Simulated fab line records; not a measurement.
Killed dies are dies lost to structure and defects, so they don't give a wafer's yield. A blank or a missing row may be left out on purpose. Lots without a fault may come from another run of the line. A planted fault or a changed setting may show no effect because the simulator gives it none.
fab line records	flow berkeley_cmos170
[record] lots = 14	wafers = 42	last_day = 13
route steps=331 shown PVT@123 SPACER@174 PSD@184 CONTACT@232
lots that met no fault: taken from a fault-free run of the same line
start_h: start of the lot's first displayed wafer, in hours after the record's first day	wait_h: hours since the lot's step before	" identical to the entry in the row above	L1.1+2: one row covering several wafers at once	- either no value or no given start	* or withheld: withheld	< > ~ a bound
route shown NAME@n: names a module that has steps shown in the file, with the first one's number in the route	usual: mean/standard deviation taken from wafers without a fault	same: alike in all rows	chamber/n: place in a boat	sites: readings site by site	_std_site: the standard deviation of these	_edge_site: the outer-site mean with the inner-site mean subtracted	radius_mm: for every site, how far away it sits from the centre of the wafer	mask NAME#n: copy n	behind: the last tool/chamber to shape the wafer	hold: reason for holding the lot/hours on hold/outcome of the hold	device: the transistor (n, p or np) that didn't switch	end of line: the same wafers' tests at the end of the route	a step with no rows: only its recipe	killed: the dies lost at the first sort to structure and to defects; this is not the yield of the wafer	map: dies across one wafer; x = killed, . = not, _ = none there
set.NAME: the run value of the setting; set.NAME@STEP: its run value at that earlier step	model.NAME: the simulator's own value behind a step, which no gauge read
steps of the route over a sample of lots; a table a step, a row a wafer
services: a tool's chamber out of use, with start hour (start_h, from the record's first day; less than 0 if before it), hours out, and reason
[[steps]]
[step UCB170_PVT_STRIP_08]
[recipe] chemistry = O2	power_w = 400	pressure_mtorr = 3500	platen_temp_c = withheld	o2_flow_sccm = 400	overash_fraction = 0.5
[usual] drypump_motor_current_A = 5.6/0.38	oes_product_au = 0.734/0.0043	strip_time_to_endpoint_s = 21.60/0.062
[same] overash_fraction = 0.5
lot.wafer	tool	chamber	start_h	wait_h	drypump_motor_current_A	oes_product_au	rf_hours_counter_h	strip_time_to_endpoint_s
L522.1	plasma_asher-03	1	145.06	0.1	5.5	0.741	36	21.75
L522.4	"	0	"	"	5.2	0.730	-	21.81
L522.6	"	0	"	"	5.2	0.737	-	21.80
L524.1	plasma_asher-03	1	155.21	0.1	5.5	0.739	36	21.61
L524.3	"	0	"	"	5.2	0.742	-	21.63
L524.5	"	0	"	"	5.2	0.736	-	21.54
L527.1	plasma_asher-03	0	159.49	0.1	5.2	0.731	37	21.62
L527.2	"	1	"	"	5.5	0.732	37	21.65
L527.6	"	1	"	"	5.5	0.729	-	21.65
L525.4	plasma_asher-01	0	160.77	0.1	5.6	0.736	-	21.59
L525.5	"	0	"	"	5.6	0.731	-	21.51
L525.6	"	1	"	"	6.2	0.735	-	21.50
L526.1	plasma_asher-02	1	161.01	0.1	5.4	0.731	42	21.57
L526.4	"	1	"	"	5.3	0.737	-	21.64
L526.5	"	1	"	"	5.3	0.729	-	21.63
L530.2	plasma_asher-02	1	174.75	0.1	5.4	0.738	43	21.65
L530.5	"	0	"	"	6.2	0.744	-	21.60
L530.6	"	1	"	"	5.4	0.737	-	21.63
L531.1	plasma_asher-03	1	175.20	0.1	5.4	0.734	39	21.65
L531.3	"	1	"	"	5.4	0.731	-	21.68
L531.6	"	1	"	"	5.5	0.735	-	21.71
L535.2	plasma_asher-01	1	196.80	0.1	6.2	0.733	47	21.61
L535.3	"	1	"	"	6.2	0.736	-	21.58
L535.6	"	1	"	"	6.2	0.732	-	21.58
L539.1	plasma_asher-03	0	228.19	0.1	5.2	0.729	45	21.60
L539.2	"	1	"	"	5.5	0.736	45	21.58
L539.6	"	0	"	"	5.2	0.738	-	21.60
L541.1	plasma_asher-03	1	228.74	0.1	5.5	0.736	45	21.51
L541.2	"	0	"	"	5.2	0.738	45	21.57
L541.6	"	1	"	"	5.5	0.736	-	21.57
L538.2	plasma_asher-01	0	229.49	0.1	5.6	0.735	51	21.61
L538.4	"	0	"	"	5.6	0.732	-	21.54
L538.5	"	1	"	"	6.2	0.732	-	21.57
L543.1	plasma_asher-01	1	247.25	0.1	6.2	0.734	53	21.46
L543.2	"	0	"	"	5.6	0.742	53	21.51
L543.3	"	0	"	"	5.6	0.741	-	21.49
L544.1	plasma_asher-03	0	256.71	0.1	5.2	0.729	48	21.53
L544.2	"	1	"	"	5.5	0.729	48	21.65
L544.6	"	0	"	"	5.2	0.735	-	21.66
L545.3	plasma_asher-01	0	256.92	0.1	5.6	0.730	-	21.61
L545.5	"	1	"	"	6.2	0.733	-	21.62
L545.6	"	0	"	"	5.6	0.736	-	21.58
[step UCB170_SPACER_ETCHBACK_03]
[recipe] stop_on = Si	target = SiO2	chemistry = CHF3/CF4/Ar	CHF3_flow_sccm = 50	cf4_flow_sccm = 10	Ar_flow_sccm = 120	pressure_mtorr = 200	rf_w = 500	target_depth_a = 3760	time_s = 100
[usual] drypump_motor_current_A = 5.7/0.35	oes_product_au = 0.901/0.018	run_length_s = 128.3/0.47	throttle_valve_pct = 6.51/0.11
lot.wafer	tool	chamber	start_h	wait_h	drypump_motor_current_A	oes_product_au	rf_hours_counter_h	run_length_s	throttle_valve_pct
L522.1	rie_diel-01	0	171.59	0.0	5.6	0.895	3	129.0	6.53
L522.4	"	0	"	"	5.6	0.896	-	128.7	6.53
L522.6	"	2	"	"	5.9	0.894	-	128.4	6.73
L524.1	rie_diel-03	3	175.84	0.0	5.9	0.905	18	127.6	6.48
L524.3	"	0	"	"	5.8	0.911	17	128.7	6.52
L524.5	"	2	"	"	5.4	0.922	-	128.5	6.50
L525.4	rie_diel-03	3	184.85	0.0	5.9	0.919	19	127.6	6.50
L525.5	"	2	"	"	5.4	0.894	-	128.8	6.53
L525.6	"	1	"	"	5.9	0.893	-	129.2	6.45
L527.1	rie_diel-02	0	184.85	0.0	5.5	0.906	3	128.0	6.36
L527.2	"	2	"	"	6.0	0.902	12	128.0	6.48
L527.6	"	0	"	"	5.5	0.916	-	128.0	6.34
L526.1	rie_diel-02	1	184.92	0.1	6.3	0.875	37	127.5	6.53
L526.4	"	0	"	"	5.5	0.927	3	128.4	6.36
L526.5	"	0	"	"	5.5	0.914	-	128.2	6.36
L530.2	rie_diel-01	1	199.02	0.0	5.3	0.906	6	128.1	6.70
L530.5	"	0	"	"	5.6	0.887	-	128.7	6.53
L530.6	"	3	"	"	5.4	0.919	-	128.6	6.28
L531.1	rie_diel-02	2	199.02	0.0	6.0	0.890	12	127.8	6.48
L531.3	"	0	"	"	5.5	1.012	4	109.6	6.36
L531.6	"	1	"	"	6.3	0.876	-	127.5	6.51
L535.2	rie_diel-02	1	223.88	0.0	6.3	0.871	39	127.3	6.53
L535.3	"	0	"	"	5.5	1.009	5	110.1	6.37
L535.6	"	1	"	"	6.3	0.888	-	127.7	6.53
L538.2	rie_diel-01	0	253.00	0.0	5.6	0.885	8	129.0	6.53
L538.4	"	1	"	"	5.3	0.931	9	128.1	6.69
L538.5	"	1	"	"	5.3	0.919	-	128.3	6.70
L539.1	rie_diel-03	1	253.00	0.0	5.9	0.864	84	129.1	6.46
L539.2	"	2	"	"	5.4	0.875	61	128.8	6.51
L539.6	"	1	"	"	5.9	0.884	-	128.8	6.47
L541.1	rie_diel-03	2	253.07	0.1	5.4	0.890	61	128.6	6.50
L541.2	"	1	"	"	5.9	0.875	85	129.0	6.45
L541.6	"	3	"	"	5.9	0.904	-	127.8	6.47
L543.1	rie_diel-03	3	271.36	0.0	5.9	0.893	23	127.6	6.47
L543.2	"	0	"	"	5.8	0.898	22	128.2	6.52
L543.3	"	1	"	"	5.9	0.882	85	128.6	6.46
L545.3	rie_diel-01	3	282.78	0.0	5.4	0.932	24	128.2	6.26
L545.5	"	2	"	"	5.9	0.907	-	128.7	6.73
L545.6	"	1	"	"	5.3	0.941	-	128.1	6.69
L544.1	rie_diel-03	3	282.85	0.1	5.9	0.899	23	127.6	6.47
L544.2	"	2	"	"	5.4	0.886	63	128.3	6.52
L544.6	"	2	"	"	5.4	0.894	-	128.6	6.51
[step UCB170_PSD_STRIP_09]
[recipe] chemistry = O2	power_w = 400	pressure_mtorr = 3500	platen_temp_c = withheld	o2_flow_sccm = 400	overash_fraction = 0.5
[usual] drypump_motor_current_A = 5.6/0.38	oes_product_au = 0.601/0.0045	strip_time_to_endpoint_s = 29.39/0.076
[same] overash_fraction = 0.5
lot.wafer	tool	chamber	start_h	wait_h	drypump_motor_current_A	oes_product_au	rf_hours_counter_h	strip_time_to_endpoint_s
L522.1	plasma_asher-02	1	173.33	0.1	5.3	0.600	43	29.36
L522.4	"	1	"	"	5.3	0.597	-	29.37
L522.6	"	1	"	"	5.4	0.598	-	29.34
L524.1	plasma_asher-02	0	178.18	0.1	6.1	0.599	43	29.35
L524.3	"	0	"	"	6.1	0.609	-	29.32
L524.5	"	0	"	"	6.1	0.604	-	29.42
L527.1	plasma_asher-01	1	187.93	0.1	6.3	0.602	46	29.38
L527.2	"	0	"	"	5.6	0.605	46	29.35
L527.6	"	0	"	"	5.6	0.603	-	29.29
L525.4	plasma_asher-02	1	188.24	0.1	5.3	0.609	-	29.38
L525.5	"	0	"	"	6.2	0.600	-	29.27
L525.6	"	1	"	"	5.3	0.602	-	29.36
L526.1	plasma_asher-01	1	188.35	0.1	6.2	0.599	46	29.45
L526.4	"	1	"	"	6.3	0.609	-	29.38
L526.5	"	1	"	"	6.3	0.594	-	29.41
L531.1	plasma_asher-02	0	201.30	0.1	6.1	0.600	46	29.58
L531.6	"	1	"	"	5.3	0.601	-	29.58
L530.2	plasma_asher-02	0	201.58	0.1	6.1	0.595	46	29.44
L530.5	"	0	"	"	6.1	0.609	-	29.42
L530.6	"	1	"	"	5.4	0.591	-	29.35
L535.2	plasma_asher-02	1	225.59	0.1	5.4	0.601	49	29.47
L535.6	"	0	"	"	6.1	0.595	-	29.52
L539.1	plasma_asher-03	1	255.00	0.1	5.5	0.596	47	29.37
L539.2	"	0	"	"	5.2	0.589	47	29.27
L539.6	"	1	"	"	5.5	0.599	-	29.34
L538.2	plasma_asher-02	0	255.73	0.1	6.1	0.594	52	29.47
L538.4	"	0	"	"	6.1	0.605	-	29.40
L538.5	"	1	"	"	5.4	0.602	-	29.42
L541.1	plasma_asher-02	0	256.00	0.1	6.1	0.601	52	29.31
L541.2	"	1	"	"	5.4	0.607	52	29.40
L541.6	"	0	"	"	6.1	0.605	-	29.33
L543.1	plasma_asher-03	0	273.88	0.1	5.2	0.596	49	29.44
L543.2	"	1	"	"	5.4	0.593	49	29.42
L543.3	"	1	"	"	5.4	0.593	-	29.45
L545.3	plasma_asher-03	1	285.02	0.1	5.5	0.606	-	29.32
L545.5	"	0	"	"	5.2	0.603	-	29.41
L545.6	"	1	"	"	5.5	0.598	-	29.31
L544.1	plasma_asher-02	0	285.54	0.1	6.1	0.595	56	29.35
L544.2	"	1	"	"	5.3	0.608	56	29.30
L544.6	"	0	"	"	6.2	0.598	-	29.33
[step UCB170_CONTACT_OVL_MEAS_16]
[usual] CONTACT_OVL = -2/5.3
lot.wafer	tool	chamber	start_h	wait_h	CONTACT_OVL[nm]
L522.1	overlay-01	-	183.86	0.1	-13
L522.4	"	-	"	"	-12
L522.6	"	-	"	"	-14
L524.1	overlay-01	-	190.54	0.1	-6
L524.3	"	-	"	"	-1
L524.5	"	-	"	"	1
L525.4	overlay-02	-	198.27	0.1	-11
L525.5	"	-	"	"	-4
L525.6	"	-	"	"	0
L527.1	overlay-02	-	198.56	0.1	3
L527.2	"	-	"	"	-3
L527.6	"	-	"	"	-6
L526.1	overlay-02	-	200.39	0.1	-2
L526.4	"	-	"	"	-3
L526.5	"	-	"	"	-8
L530.2	overlay-02	-	215.23	0.1	-14
L530.5	"	-	"	"	-7
L530.6	"	-	"	"	-6
L531.1	overlay-01	-	215.38	0.1	-2
L531.6	"	-	"	"	-8
L535.2	overlay-01	-	236.59	0.1	5
L535.6	"	-	"	"	8
L539.1	overlay-01	-	263.38	0.1	2
L539.2	"	-	"	"	1
L539.6	"	-	"	"	-4
L541.1	overlay-01	-	265.17	0.1	1
L541.2	"	-	"	"	-4
L541.6	"	-	"	"	-5
L538.2	overlay-01	-	265.44	0.1	-4
L538.4	"	-	"	"	-9
L538.5	"	-	"	"	-4
L543.1	overlay-01	-	286.87	0.1	2
L543.2	"	-	"	"	8
L543.3	"	-	"	"	-2
L545.3	overlay-01	-	295.62	0.1	-7
L545.5	"	-	"	"	-4
L545.6	"	-	"	"	-3
L544.1	overlay-02	-	296.78	0.1	-5
L544.2	"	-	"	"	-10
L544.6	"	-	"	"	1
[[services]]
tool	chamber	start_h	hours	kind
rie_diel-02	1	123.11	4.5	repair
rie_diel-02	0	133.55	19.1	repair
rie_diel-01	3	151.27	1.7	repair
plasma_asher-01	-	155.11	5.2	repair
rie_diel-02	0	159.63	2.1	repair
rie_diel-01	3	162.82	17.8	repair
rie_diel-02	-	187.76	0.3	repair
rie_diel-02	2	188.01	2.7	repair
plasma_asher-02	-	196.50	2.8	pm
rie_diel-01	-	205.63	1.5	repair
rie_diel-02	2	219.47	4.8	repair
rie_diel-01	2	224.37	6.6	repair
rie_diel-02	0	225.63	8.0	repair
plasma_asher-01	-	225.93	0.7	repair
rie_diel-03	2	232.11	8.2	repair
rie_diel-03	-	257.98	1.7	repair
rie_diel-03	-	263.20	0.2	repair
rie_diel-01	-	278.85	2.8	pm
[[key]]
[first_sign] step = UCB170_SPACER_ETCHBACK_03	reading = run_length_s	direction = down	sigmas = 39	usual = *	struck = *
[effect] step = UCB170_SPACER_ETCHBACK_03	reading = oes_product_au	direction = up	sigmas = 5.9	usual = 0.901	struck = 1.010
[more_kills_born_at] UCB170_SPACER_ETCHBACK_03@rie_diel-02 = 260
met_at UCB170_SPACER_ETCHBACK_03
struck_lots L531,L535
struck_wafers L531.3,L535.3
later_rows_left_out L531.3,L535.3
sort_left_out L531.3
tester_left_out L531,L535
not_acting_at UCB170_PVT_STRIP_08,UCB170_PSD_STRIP_09,UCB170_CONTACT_OVL_MEAS_16
onset_between 184.92 199.02
[fault] kind = process_parameter_drift	tool = rie_diel-02	chamber = 0	onset_h = 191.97	steps = UCB170_SPACER_ETCHBACK_03	channel = time_s	offset = *	shape = step	end_h = 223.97	acts_in = *	stated = *
// tester_left_out: of these lots the tester's yield and bins aren't shown, on N5 and GAA mostly nor the transistor test; their killed dies are dies lost to structure and defects alone, not to doping, threshold or leakage, so they don't give the yield
// sort_left_out: the simulated sort isn't trusted on such a fault, so these wafers' sort isn't shown, and their yield isn't known
// later_rows_left_out: the simulator's readings of these wafers behind a module that went badly wrong aren't trusted and aren't shown, but for the sort
